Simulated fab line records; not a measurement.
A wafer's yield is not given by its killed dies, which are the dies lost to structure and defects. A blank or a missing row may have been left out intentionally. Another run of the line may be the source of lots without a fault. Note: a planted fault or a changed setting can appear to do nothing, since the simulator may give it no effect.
Which tool is to blame? + flow berkeleyCmos170 + Sampling: 15 lots, 45 wafers, 5 of 331 route steps

WHAT THE GAUGES READ, wafer by wafer
UCB170_WELLDRIVE_THK_MEAS_02. Usual: WELLDRIVE_OXIDE_THK gives 201 nm (standard deviation 4.5).
| lot  | measured    | on           | WELLDRIVE_OXIDE_THK (nm) | flag |
|------|-------------|--------------|--------------------------|------|
| L324 | day 4 06:38 | filmMetro-04 | 207 206 208              |      |
| L325 | day 4 06:38 | filmMetro-02 | 208 208 209              |      |
| L328 | day 5 01:23 | filmMetro-02 | 206 209 210              |      |
| L330 | day 5 15:51 | filmMetro-01 | 199 197 198              |      |
| L333 | day 5 15:52 | filmMetro-02 | 202 197 200              |      |
| L338 | day 6 10:14 | filmMetro-01 | 205 203 203              |      |
| L334 | day 6 10:14 | filmMetro-04 | 194 195 195              |      |
| L339 | day 6 19:59 | filmMetro-01 | 209 206 208              |      |
| L342 | day 7 09:22 | filmMetro-02 | 197 196 197              |      |
| L340 | day 7 09:23 | filmMetro-01 | 199 198 197              |      |
| L341 | day 7 09:26 | filmMetro-01 | 199 201 200              |      |
| L344 | day 7 23:29 | filmMetro-01 | 201 198 200              |      |
| L343 | day 7 23:30 | filmMetro-04 | 200 199 200              |      |
| L345 | day 8 01:39 | filmMetro-04 | 194 196 195              |      |
| L346 | day 8 07:25 | filmMetro-02 | 200 203 202              |      |

UCB170_GATE_THK_MEAS_02. Usual: GATE_OXIDE_THK gives 6.64 nm (standard deviation 0.16).
| lot  | measured     | on           | GATE_OXIDE_THK (nm) | flag |
|------|--------------|--------------|---------------------|------|
| L324 | day 6 16:31  | filmMetro-01 | 6.63 6.64 6.58      |      |
| L325 | day 6 16:29  | filmMetro-04 | 6.79 6.91 6.65      |      |
| L328 | day 7 15:59  | filmMetro-02 | 6.73 6.67 6.65      |      |
| L330 | day 8 03:44  | filmMetro-04 | 10.83 10.75 10.65   | OFF  |
| L333 | day 8 03:44  | filmMetro-02 | 10.92 11.25 11.20   | OFF  |
| L338 | day 9 00:46  | filmMetro-01 | 6.71 6.70 6.64      |      |
| L334 | day 9 03:25  | filmMetro-01 | 10.81 10.89 11.01   | OFF  |
| L339 | day 9 00:53  | filmMetro-01 | 6.71 6.69 6.66      |      |
| L342 | day 9 23:49  | filmMetro-02 | 6.61 6.62 6.62      |      |
| L340 | day 9 23:50  | filmMetro-04 | 6.67 6.78 6.78      |      |
| L341 | day 9 23:49  | filmMetro-01 | 6.62 6.64 6.56      |      |
| L344 | day 10 14:02 | filmMetro-04 | 6.33 6.33 6.26      |      |
| L343 | day 10 13:59 | filmMetro-04 | 6.43 6.39 6.55      |      |
| L345 | day 10 13:58 | filmMetro-01 | 6.44 6.57 6.57      |      |
| L346 | day 10 20:58 | filmMetro-04 | 6.38 6.36 6.41      |      |

WHICH TOOL RAN EACH LOT (tool, then ch and the chambers of the sampled wafers, then the start)
| lot  | UCB170_NVT_STRIP_08                 | UCB170_PVT_STRIP_08                 | UCB170_GATE_OXIDATION_01      |
|------|-------------------------------------|-------------------------------------|-------------------------------|
| L324 | plasmaAsher-02 ch 0,1, day 6 09:55  | plasmaAsher-01 ch 0,1, day 6 11:53  | furnace-04 ch 0, day 6 14:58  |
| L325 | plasmaAsher-01 ch 0,1, day 6 09:43  | plasmaAsher-01 ch 0,1, day 6 11:07  | furnace-04 ch 0, day 6 14:58  |
| L328 | plasmaAsher-02 ch 0, day 7 09:26    | plasmaAsher-01 ch 0,1, day 7 12:03  | furnace-04 ch 0, day 7 14:28  |
| L330 | plasmaAsher-01 ch 0, day 7 18:01    | plasmaAsher-03 ch 0,1, day 7 20:28  | furnace-04 ch 0, day 7 23:29  |
| L333 | plasmaAsher-02 ch 0,1, day 7 18:16  | plasmaAsher-01 ch 0, day 7 20:46    | furnace-04 ch 0, day 7 23:29  |
| L338 | plasmaAsher-03 ch 0,1, day 8 16:22  | plasmaAsher-04 ch 0,1, day 8 20:35  | furnace-02 ch 0, day 8 23:04  |
| L334 | plasmaAsher-02 ch 0,1, day 8 16:42  | plasmaAsher-01 ch 0,1, day 8 20:53  | furnace-02 ch 0, day 8 23:04  |
| L339 | plasmaAsher-01 ch 0,1, day 8 16:06  | plasmaAsher-03 ch 0,1, day 8 19:20  | furnace-02 ch 0, day 8 23:04  |
| L342 | plasmaAsher-01 ch 0,1, day 9 15:44  | plasmaAsher-04 ch 0,1, day 9 18:47  | furnace-04 ch 0, day 9 22:19  |
| L340 | plasmaAsher-02 ch 0,1, day 9 16:00  | plasmaAsher-03 ch 0,1, day 9 18:55  | furnace-04 ch 0, day 9 22:19  |
| L341 | plasmaAsher-02 ch 0,1, day 9 15:28  | plasmaAsher-01 ch 0,1, day 9 19:03  | furnace-04 ch 0, day 9 22:19  |
| L344 | plasmaAsher-01 ch 0,1, day 10 05:08 | plasmaAsher-01 ch 0,1, day 10 06:38 | furnace-04 ch 0, day 10 12:28 |
| L343 | plasmaAsher-01 ch 0, day 10 04:35   | plasmaAsher-04 ch 0,1, day 10 06:23 | furnace-04 ch 0, day 10 12:28 |
| L345 | plasmaAsher-03 ch 0, day 10 04:51   | plasmaAsher-03 ch 0,1, day 10 06:31 | furnace-04 ch 0, day 10 12:28 |
| L346 | plasmaAsher-03 ch 0,1, day 10 13:22 | plasmaAsher-03 ch 0, day 10 14:57   | furnace-01 ch 0, day 10 19:28 |
- UCB170_NVT_STRIP_08: strips in O2.
- UCB170_PVT_STRIP_08: strips in O2.
- UCB170_GATE_OXIDATION_01: target thk 6.6 nm, ox time 1800 s.

WHAT THE TOOLS THEMSELVES READ (means of the sampled wafers that have a number; where no wafer has one, the mark that the record gives instead)
UCB170_NVT_STRIP_08. Usual: chamberPressureMTorr 3500 mTorr, standard deviation 3.2; drypumpMotorCurrentA 5.8 A, standard deviation 0.48; oesProductAu 0.734 a.u., standard deviation 0.005; stripTimeToEndpointS 21.62 s, standard deviation 0.059.
| lot  | tool           | chamberPressureMTorr (mTorr) | drypumpMotorCurrentA (A) | oesProductAu (a.u.) | stripTimeToEndpointS (s) | flag |
|------|----------------|------------------------------|--------------------------|---------------------|--------------------------|------|
| L324 | plasmaAsher-02 | 3499                         | 5.8                      | 0.730               | 21.58                    |      |
| L325 | plasmaAsher-01 | 3496                         | 5.7                      | 0.734               | 21.62                    |      |
| L328 | plasmaAsher-02 | 3500                         | 6.2                      | 0.734               | 21.57                    |      |
| L330 | plasmaAsher-01 | 3498                         | 5.5                      | 0.735               | 21.51                    |      |
| L333 | plasmaAsher-02 | 3500                         | 5.4                      | 0.734               | 21.63                    |      |
| L338 | plasmaAsher-03 | 3501                         | 6.4                      | 0.733               | 21.60                    |      |
| L334 | plasmaAsher-02 | 3500                         | 5.8                      | 0.731               | 21.61                    |      |
| L339 | plasmaAsher-01 | 3498                         | 5.7                      | 0.737               | 21.55                    |      |
| L342 | plasmaAsher-01 | 3502                         | 5.6                      | 0.735               | 21.60                    |      |
| L340 | plasmaAsher-02 | 3497                         | 5.4                      | 0.734               | 21.68                    |      |
| L341 | plasmaAsher-02 | 3501                         | 5.8                      | 0.736               | 21.57                    |      |
| L344 | plasmaAsher-01 | 3501                         | 5.8                      | 0.736               | 21.59                    |      |
| L343 | plasmaAsher-01 | 3499                         | 5.5                      | 0.738               | 21.62                    |      |
| L345 | plasmaAsher-03 | 3500                         | 6.6                      | 0.730               | 21.57                    |      |
| L346 | plasmaAsher-03 | 3502                         | 6.2                      | 0.737               | 21.66                    |      |

UCB170_PVT_STRIP_08. Usual: chamberPressureMTorr 3500 mTorr, standard deviation 3.3; drypumpMotorCurrentA 6.0 A, standard deviation 0.33; oesProductAu 0.735 a.u., standard deviation 0.0041; stripTimeToEndpointS 21.63 s, standard deviation 0.057.
| lot  | tool           | chamberPressureMTorr (mTorr) | drypumpMotorCurrentA (A) | oesProductAu (a.u.) | stripTimeToEndpointS (s) | flag |
|------|----------------|------------------------------|--------------------------|---------------------|--------------------------|------|
| L324 | plasmaAsher-01 | 3498                         | 5.6                      | 0.732               | 21.60                    |      |
| L325 | plasmaAsher-01 | 3500                         | 5.6                      | 0.734               | 21.64                    |      |
| L328 | plasmaAsher-01 | 3502                         | 5.7                      | 0.733               | 21.65                    |      |
| L330 | plasmaAsher-03 | 3499                         | 6.2                      | 0.736               | 21.67                    |      |
| L333 | plasmaAsher-01 | 3498                         | 5.6                      | 0.736               | 21.65                    |      |
| L338 | plasmaAsher-04 | 3499                         | 6.1                      | 0.736               | 21.68                    |      |
| L334 | plasmaAsher-01 | 3503                         | 5.7                      | 0.734               | 21.58                    |      |
| L339 | plasmaAsher-03 | 3504                         | 6.4                      | 0.740               | 21.69                    |      |
| L342 | plasmaAsher-04 | 3498                         | 6.2                      | 0.740               | 21.52                    |      |
| L340 | plasmaAsher-03 | 3499                         | 6.4                      | 0.736               | 21.74                    |      |
| L341 | plasmaAsher-01 | 3499                         | 5.8                      | 0.733               | 21.72                    |      |
| L344 | plasmaAsher-01 | 3502                         | 5.8                      | 0.734               | 21.58                    |      |
| L343 | plasmaAsher-04 | 3498                         | 6.1                      | 0.735               | 21.60                    |      |
| L345 | plasmaAsher-03 | 3501                         | 6.4                      | 0.738               | 21.60                    |      |
| L346 | plasmaAsher-03 | 3500                         | 6.6                      | 0.734               | 21.65                    |      |

UCB170_GATE_OXIDATION_01. Usual: tubeCenterTempC 850.01 C, standard deviation 0.079; zonePowerCentrePct 44.6 %, standard deviation 0.62; zonePowerLoadPct 24.8 %, standard deviation 1.
| lot  | tool       | tubeCenterTempC (C) | zonePowerCentrePct (%) | zonePowerLoadPct (%) | flag |
|------|------------|---------------------|------------------------|----------------------|------|
| L324 | furnace-04 | 850.02              | 44.2                   | 24.2                 |      |
| L325 | furnace-04 | 849.89              | 44.2                   | 24.3                 |      |
| L328 | furnace-04 | 850.04              | 44.7                   | 24.0                 |      |
| L330 | furnace-04 | 850.03              | 44.5                   | 24.1                 |      |
| L333 | furnace-04 | 850.01              | 44.2                   | 24.2                 |      |
| L338 | furnace-02 | 850.01              | 45.2                   | 25.9                 |      |
| L334 | furnace-02 | 850.02              | 44.9                   | 26.1                 |      |
| L339 | furnace-02 | 850.05              | 44.8                   | 26.0                 |      |
| L342 | furnace-04 | 850.01              | 44.4                   | 24.4                 |      |
| L340 | furnace-04 | 849.87              | 44.6                   | 24.1                 |      |
| L341 | furnace-04 | 850.01              | 44.4                   | 24.1                 |      |
| L344 | furnace-04 | 850.01              | 44.1                   | 24.1                 |      |
| L343 | furnace-04 | 850.02              | 44.2                   | 24.0                 |      |
| L345 | furnace-04 | 849.96              | 44.6                   | 24.3                 |      |
| L346 | furnace-01 | 849.98              | 45.9                   | 27.0                 |      |

THE ANSWER, worked out from the rows above alone
Rule: a lot counts as off when the mean over its wafers that have a number is more than 3 standard deviations away from the usual mean. Also off: a lot with no number at a reading for which 4 or more lots have one. The other lots that the step has rows for count as sound. Order of review: gauges by route order, followed by the tools' own readings, for which a lot's mean as printed above is used. The first step at which some lot is off is used, and at that step the reading that is off furthest; a lot without a number counts as furthest.
Off: L330, L333, L334, at UCB170_GATE_THK_MEAS_02 (GATE_OXIDE_THK).
A tool fits if, at a process step before that reading, it ran every lot that is off, and no sound lot after the first of them. The gauges at UCB170_GATE_THK_MEAS_02 are tried like those tools. Not one of the candidates tried fits.

WHAT THE SIMULATOR HAD PUT IN
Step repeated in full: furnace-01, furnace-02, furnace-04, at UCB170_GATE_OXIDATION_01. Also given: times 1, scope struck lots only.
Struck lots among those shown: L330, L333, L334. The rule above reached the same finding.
